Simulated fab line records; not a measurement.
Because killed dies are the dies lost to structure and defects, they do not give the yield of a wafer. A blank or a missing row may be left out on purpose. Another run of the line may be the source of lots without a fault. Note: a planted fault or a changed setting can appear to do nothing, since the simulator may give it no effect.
The tool behind it: which one? | flow berkeley_cmos170 | 15 lots with 45 wafers sampled at 3 steps, on a route of 331 steps

## WHAT EACH GAUGE READ, for each wafer
UCB170_PSD_CD_MEAS_06 targets a cd of 1200 nm. Usual: cd_nm reads 1200.4 nm (standard deviation 1.4).
lot  | measured     | on        | cd_nm (nm)           | flag
L191 | day 6 09:23  | cd_sem-02 | 1201.1 1201.4 1201.4 |
L192 | day 6 16:02  | cd_sem-01 | 1198.9 1198.7 1199.9 |
L194 | day 7 01:55  | cd_sem-01 | 1199.2 1199.3 1199.8 |
L193 | day 7 01:36  | cd_sem-01 | 1200.1 1200.0 1201.2 |
L195 | day 7 14:47  | cd_sem-01 | 1201.1 1200.2 1200.8 |
L196 | day 7 15:24  | cd_sem-01 | 1199.3 1200.9 1199.4 |
L197 | day 8 05:45  | cd_sem-01 | 1200.8 1201.6 1201.8 |
L199 | day 8 06:21  | cd_sem-01 | 1199.1 1199.0 1199.3 |
L201 | day 8 16:50  | cd_sem-02 | 1201.1 1200.1 1200.4 |
L203 | day 9 03:05  | cd_sem-01 | 1196.2 1199.2 1197.7 |
L210 | day 10 04:25 | cd_sem-02 | 1197.6 1197.9 1196.8 |
L211 | day 10 03:41 | cd_sem-01 | 1200.9 1202.2 1200.8 |
L212 | day 10 20:34 | cd_sem-01 | 1200.4 1200.5 1200.2 |
L213 | day 10 20:25 | cd_sem-02 | 1198.9 1199.2 1197.4 |
L214 | day 11 02:38 | cd_sem-02 | 1201.5 1200.5 1201.8 |

UCB170_SDANNEAL_RS_MEAS_02: the measuring method here is four-point-probe. Usual: PSD_RS typically reads 75.4 ohm/sq, with standard deviation 0.3.
lot  | measured     | on            | PSD_RS (ohm/sq) | flag
L191 | day 6 15:07  | film_metro-03 | 75.4 75.2 75.6  |
L192 | day 6 19:22  | film_metro-02 | 74.8 75.1 74.8  |
L194 | day 7 07:28  | film_metro-03 | 75.5 75.6 76.2  |
L193 | day 7 07:38  | film_metro-02 | 75.3 75.2 75.2  |
L195 | day 7 18:58  | film_metro-01 | 75.3 75.4 75.3  |
L196 | day 7 19:02  | film_metro-03 | 75.1 75.4 75.4  |
L197 | day 8 09:02  | film_metro-03 | 75.7 75.6 75.7  |
L199 | day 8 10:17  | film_metro-02 | 75.6 75.3 75.6  |
L201 | day 8 20:02  | film_metro-02 | 75.4 75.3 75.5  |
L203 | day 9 06:56  | film_metro-02 | 76.2 76.2 76.1  |
L210 | day 10 11:07 | film_metro-03 | 75.6 76.0 75.7  |
L211 | day 10 09:38 | film_metro-02 | 75.3 75.0 74.9  |
L212 | day 11 02:40 | film_metro-02 | 75.2 75.2 75.6  |
L213 | day 11 00:16 | film_metro-02 | 75.2 75.3 75.4  |
L214 | day 11 06:23 | film_metro-02 | 75.3 75.9 75.8  |

## WHAT TOOL EACH LOT RAN ON (gives the tool, then ch and the chambers of the sampled wafers, and finally the start)
lot  | UCB170_PVT_STRIP_08
L191 | plasma_asher-01 ch 0,1, day 5 10:16
L192 | plasma_asher-03 ch 0,1, day 5 20:17
L194 | plasma_asher-01 ch 0,1, day 6 02:29
L193 | plasma_asher-02 ch 0,1, day 6 02:58
L195 | plasma_asher-01 ch 0,1, day 6 15:24
L196 | plasma_asher-02 ch 0,1, day 6 16:27
L197 | plasma_asher-02 ch 0,1, day 7 08:32
L199 | plasma_asher-01 ch 0,1, day 7 09:49
L201 | plasma_asher-01 ch 0,1, day 7 16:16
L203 | plasma_asher-01 ch 0,1, day 8 00:34
L210 | plasma_asher-02 ch 0,1, day 9 08:26
L211 | plasma_asher-01 ch 0,1, day 9 08:35
L212 | plasma_asher-03 ch 0,1, day 9 21:20
L213 | plasma_asher-02 ch 0,1, day 9 21:38
L214 | plasma_asher-01 ch 0,1, day 10 08:25
- UCB170_PVT_STRIP_08: strips in O2.

## WHAT THE TOOLS THEMSELVES READ (means of the sampled wafers that have a number; where no wafer has one, the mark that the record gives instead)
UCB170_PVT_STRIP_08. Usual: drypump_motor_current_A 5.6 A, standard deviation 0.39; oes_product_au 0.734 a.u., standard deviation 0.0046; strip_time_to_endpoint_s 21.66 s, standard deviation 0.069.
lot  | tool            | drypump_motor_current_A (A) | oes_product_au (a.u.) | strip_time_to_endpoint_s (s) | flag
L191 | plasma_asher-01 | 5.6                         | 0.731                 | 21.60                        |
L192 | plasma_asher-03 | 5.7                         | 0.736                 | 21.61                        |
L194 | plasma_asher-01 | 5.6                         | 0.735                 | 21.57                        |
L193 | plasma_asher-02 | 6.0                         | 0.732                 | 21.68                        |
L195 | plasma_asher-01 | 5.3                         | 0.732                 | 21.57                        |
L196 | plasma_asher-02 | 6.0                         | 0.736                 | 21.71                        |
L197 | plasma_asher-02 | 5.9                         | 0.735                 | 21.72                        |
L199 | plasma_asher-01 | 5.3                         | 0.734                 | 21.69                        |
L201 | plasma_asher-01 | 5.3                         | 0.730                 | 21.66                        |
L203 | plasma_asher-01 | 5.3                         | 0.732                 | 21.75                        |
L210 | plasma_asher-02 | 6.0                         | 0.735                 | 21.70                        |
L211 | plasma_asher-01 | 5.3                         | 0.732                 | 21.67                        |
L212 | plasma_asher-03 | 5.7                         | 0.732                 | 21.59                        |
L213 | plasma_asher-02 | 5.9                         | 0.738                 | 21.62                        |
L214 | plasma_asher-01 | 5.3                         | 0.733                 | 21.60                        |

## THE ANSWER, worked out from the rows above alone
Rule: a lot counts as off when the mean over its wafers that have a number is more than 3 standard deviations away from the usual mean. A lot without any number at a reading at which 4 lots or more have one is off too. Any other lot the step has rows for is counted as sound. The gauges are gone through in route order, then the tools' own readings, and for those a lot's mean is taken as printed above. At the first step where some lot is off, the reading lying furthest off is the one used; lots without a number count as furthest.
None of the lots is off at any reading shown; this tells nothing.

## WHAT WAS PUT IN BY THE SIMULATOR
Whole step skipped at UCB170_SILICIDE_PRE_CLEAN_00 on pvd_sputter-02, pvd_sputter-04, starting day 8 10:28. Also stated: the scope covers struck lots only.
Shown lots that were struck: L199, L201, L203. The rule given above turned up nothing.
